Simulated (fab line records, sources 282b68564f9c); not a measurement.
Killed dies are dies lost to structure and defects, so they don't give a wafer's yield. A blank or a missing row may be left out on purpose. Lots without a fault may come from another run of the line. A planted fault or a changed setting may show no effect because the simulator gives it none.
Which tool did it? | flow rit_cmos | 14 lots, 42 wafers sampled, at 5 steps of a route of 202

WHAT THE GAUGES READ, wafer by wafer
RIT_GATE_THK_MEAS_07.
lot  | measured    | on            | GATE_OXIDE_THK (nm)
L537 | day 2 14:26 | film_metro-02 | 3.10 3.02 2.98
L539 | day 3 04:47 | film_metro-04 | 3.03 3.05 3.07
L541 | day 3 15:25 | film_metro-01 | 3.00 3.07 2.99
L543 | day 4 03:34 | film_metro-02 | 3.01 3.10 3.02
L544 | day 4 07:31 | film_metro-04 | 2.97 2.96 2.93
L545 | day 4 09:17 | film_metro-02 | 3.02 3.00 3.07
L546 | day 4 13:28 | film_metro-01 | 3.11 3.07 3.09
L547 | day 4 18:48 | film_metro-04 | 2.95 2.94 2.90
L549 | day 5 01:32 | film_metro-01 | 3.04 3.00 2.96
L550 | day 5 06:46 | film_metro-01 | 2.91 3.02 3.06
L552 | day 5 17:16 | film_metro-02 | 2.54 2.56 2.52
L553 | day 5 18:52 | film_metro-01 | 2.43 2.41 2.45
L559 | day 7 01:30 | film_metro-01 | 3.02 2.98 3.02
L560 | day 7 05:47 | film_metro-02 | 3.04 3.03 3.10

RIT_PSD_TW_MEAS_10.
lot  | measured    | on            | PSD_TW
L537 | day 3 05:58 | film_metro-03 | 3389 3370 3395
L539 | day 3 21:40 | film_metro-02 | 3397 3398 3393
L541 | day 4 06:46 | film_metro-04 | 3475 3458 3436
L543 | day 4 18:31 | film_metro-03 | 3416 3400 3408
L544 | day 5 00:35 | film_metro-02 | 3381 3383 3388
L545 | day 5 03:21 | film_metro-03 | 3396 3396 3399
L546 | day 5 06:17 | film_metro-03 | 3399 3410 3409
L547 | day 5 10:20 | film_metro-03 | 3428 3402 3415
L549 | day 5 18:47 | film_metro-02 | 3376 3375 3393
L550 | day 5 23:00 | film_metro-04 | 3474 3478 3455
L552 | day 6 09:24 | film_metro-03 | 3393 3405 3396
L553 | day 6 12:08 | film_metro-03 | 3399 3423 3406
L559 | day 7 16:46 | film_metro-03 | 3414 3418 3411
L560 | day 7 21:58 | film_metro-04 | 3483 3468 3492

RIT_CONTACT_CD_MEAS_90: target cd 1000 nm.
lot  | measured    | on        | cd_nm (nm)
L537 | day 3 09:20 | cd_sem-01 | 999.6 999.1 1001.8
L539 | day 4 00:58 | cd_sem-02 | 1002.0 1001.8 1000.8
L541 | day 4 10:13 | cd_sem-02 | 1001.3 1000.5 1003.0
L543 | day 4 21:45 | cd_sem-01 | 996.8 995.2 997.4
L544 | day 5 04:05 | cd_sem-02 | 1001.1 1002.4 1000.6
L545 | day 5 06:43 | cd_sem-02 | 998.1 995.9 998.3
L546 | day 5 09:36 | cd_sem-01 | 999.1 1001.3 999.8
L547 | day 5 13:55 | cd_sem-01 | 1001.2 1001.9 1003.1
L549 | day 5 22:11 | cd_sem-01 | 1003.1 999.2 1003.5
L550 | day 6 02:25 | cd_sem-02 | 1002.8 1001.9 1003.6
L552 | day 6 12:50 | cd_sem-01 | 1001.1 1002.0 1001.1
L553 | day 6 15:30 | cd_sem-02 | 1002.9 1004.9 1002.7
L559 | day 7 20:18 | cd_sem-02 | 1000.9 999.6 999.7
L560 | day 8 01:21 | cd_sem-02 | 1000.5 1000.9 1002.4

WHICH TOOL RAN EACH LOT (tool, then ch and the chambers of the sampled wafers, then the start)
lot  | RIT_GATE_OXIDATION_05        | RIT_PLDD_STRIP_09
L537 | furnace-04 ch 0, day 2 11:34 | plasma_asher-01 ch 0,1, day 3 00:07
L539 | furnace-01 ch 0, day 2 22:38 | plasma_asher-04 ch 0, day 3 16:01
L541 | furnace-03 ch 0, day 3 13:07 | plasma_asher-03 ch 0,1, day 4 01:14
L543 | furnace-01 ch 0, day 3 23:46 | plasma_asher-03 ch 0,1, day 4 12:53
L544 | furnace-03 ch 0, day 4 04:53 | plasma_asher-04 ch 0,1, day 4 17:52
L545 | furnace-04 ch 0, day 4 06:38 | plasma_asher-01 ch 0,1, day 4 20:29
L546 | furnace-04 ch 0, day 4 11:13 | plasma_asher-03 ch 0,1, day 5 00:26
L547 | furnace-04 ch 0, day 4 16:46 | plasma_asher-03 ch 0,1, day 5 04:30
L549 | furnace-01 ch 0, day 4 22:54 | plasma_asher-01 ch 1, day 5 13:08
L550 | furnace-01 ch 0, day 5 04:05 | plasma_asher-04 ch 0,1, day 5 17:13
L552 | furnace-01 ch 0, day 5 15:56 | plasma_asher-03 ch 0,1, day 6 03:43
L553 | furnace-01 ch 0, day 5 17:32 | plasma_asher-01 ch 0,1, day 6 06:18
L559 | furnace-03 ch 0, day 7 00:10 | plasma_asher-03 ch 0,1, day 7 11:14
L560 | furnace-03 ch 0, day 7 03:32 | plasma_asher-01 ch 1, day 7 16:15
- RIT_GATE_OXIDATION_05: target thk 3 nm, ox time 270 s.
- RIT_PLDD_STRIP_09: strips in O2, time 180 s.

WHAT THE TOOLS THEMSELVES READ (means of the sampled wafers that have a number; where no wafer has one, the mark that the record gives instead)
RIT_GATE_OXIDATION_05.
lot  | tool       | spike_tc_centre_C (C) | spike_tc_load_C (C) | spike_tc_source_C (C) | tube_center_temp_C (C) | tube_center_temp_C_max | zone_power_load_pct (%)
L537 | furnace-04 | 904.5                 | 926.8               | 923.0                 | 900                    | 902.2                  | 27.5
L539 | furnace-01 | 901.2                 | 927.9               | 924.3                 | 900                    | 902.4                  | 25.0
L541 | furnace-03 | 901.0                 | 925.5               | 924.1                 | 900                    | 902.3                  | 27.2
L543 | furnace-01 | 901.4                 | 928.2               | 922.1                 | 900                    | 902.4                  | 24.8
L544 | furnace-03 | 900.4                 | 924.1               | 924.0                 | 900                    | 901.9                  | 26.9
L545 | furnace-04 | 903.7                 | 926.5               | 923.2                 | 900                    | 902.6                  | 28.2
L546 | furnace-04 | 903.8                 | 926.5               | 923.2                 | 900                    | 902.3                  | 27.8
L547 | furnace-04 | 904.3                 | 927.2               | 923.1                 | 900                    | 901.9                  | 27.5
L549 | furnace-01 | 900.7                 | 928.0               | 922.4                 | 900                    | 902.2                  | 25.2
L550 | furnace-01 | 900.9                 | 928.1               | 922.3                 | 900                    | 902.0                  | 25.0
L552 | furnace-01 | 884.1                 | 912.3               | 907.0                 | 884                    | 886.2                  | 24.1
L553 | furnace-01 | 885.3                 | 912.1               | 906.9                 | 884                    | 886.2                  | 24.0
L559 | furnace-03 | 901.5                 | 924.9               | 925.0                 | 900                    | 902.3                  | 27.1
L560 | furnace-03 | 901.4                 | 925.7               | 925.0                 | 900                    | 902.6                  | 27.0

RIT_PLDD_STRIP_09.
lot  | tool            | drypump_motor_current_A (A)
L537 | plasma_asher-01 | 5.78
L539 | plasma_asher-04 | 6.19
L541 | plasma_asher-03 | 5.68
L543 | plasma_asher-03 | 5.68
L544 | plasma_asher-04 | 6.19
L545 | plasma_asher-01 | 5.81
L546 | plasma_asher-03 | 5.68
L547 | plasma_asher-03 | 5.68
L549 | plasma_asher-01 | 5.77
L550 | plasma_asher-04 | 6.20
L552 | plasma_asher-03 | 5.68
L553 | plasma_asher-01 | 5.77
L559 | plasma_asher-03 | 5.68
L560 | plasma_asher-01 | 5.76

THE ANSWER, worked out from the rows above alone
Rule: what is usual is taken from the lots themselves. Put in order of their means at a reading, lots are off if they are a third of the lots or fewer, leave a main group of 4 or more, and stand apart from it by a gap of 3 or more times the standard deviation of the main group's means; of several such gaps the widest counts. A main group whose means are all the same, to the digits that the tables above print for the reading, isn't used. A lot without any number at a reading at which 4 lots or more have one is off too. The other lots that the step has rows for count as sound. The gauges are gone through in route order, then the tools' own readings, and for those a lot's mean is taken as printed above. The first step at which some lot is off is used, and at that step the reading that is off furthest; a lot without a number counts as furthest.
Off: L552, L553, at RIT_GATE_THK_MEAS_07 (GATE_OXIDE_THK). The main group: mean 3.02 nm, standard deviation 0.042.
A tool fits if, at a process step before that reading, it ran every lot that is off, and no sound lot after the first of them. The gauges at RIT_GATE_THK_MEAS_07 aren't tried: what is off there is off at RIT_GATE_OXIDATION_05 too, on other tools, and a gauge's error can't cause that. One fits: furnace-01 at RIT_GATE_OXIDATION_05. Its last sound lot is L550 (day 5 04:05), its first lot that is off L552 (day 5 15:56): a fault that began between those two fits.
The tool's own readings at RIT_GATE_OXIDATION_05 bear it out: on the lots that are off they differ by more than 5 times the standard deviation of the sound lots' means. spike_tc_centre_C reads 884.7 C there against 902.1 C on the sound lots; spike_tc_load_C reads 912.2 C there against 926.6 C on the sound lots; spike_tc_source_C reads 907.0 C there against 923.5 C on the sound lots; tube_center_temp_C reads 884 C there against 900 C on the sound lots; tube_center_temp_C_max reads 886.2 there against 902.3 on the sound lots.

WHAT THE SIMULATOR HAD PUT IN
Process parameter drift: furnace-01, from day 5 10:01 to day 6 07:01, at RIT_GATE_OXIDATION_05. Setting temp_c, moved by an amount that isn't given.
Lots struck among those shown: L552, L553. The rule above found the same.
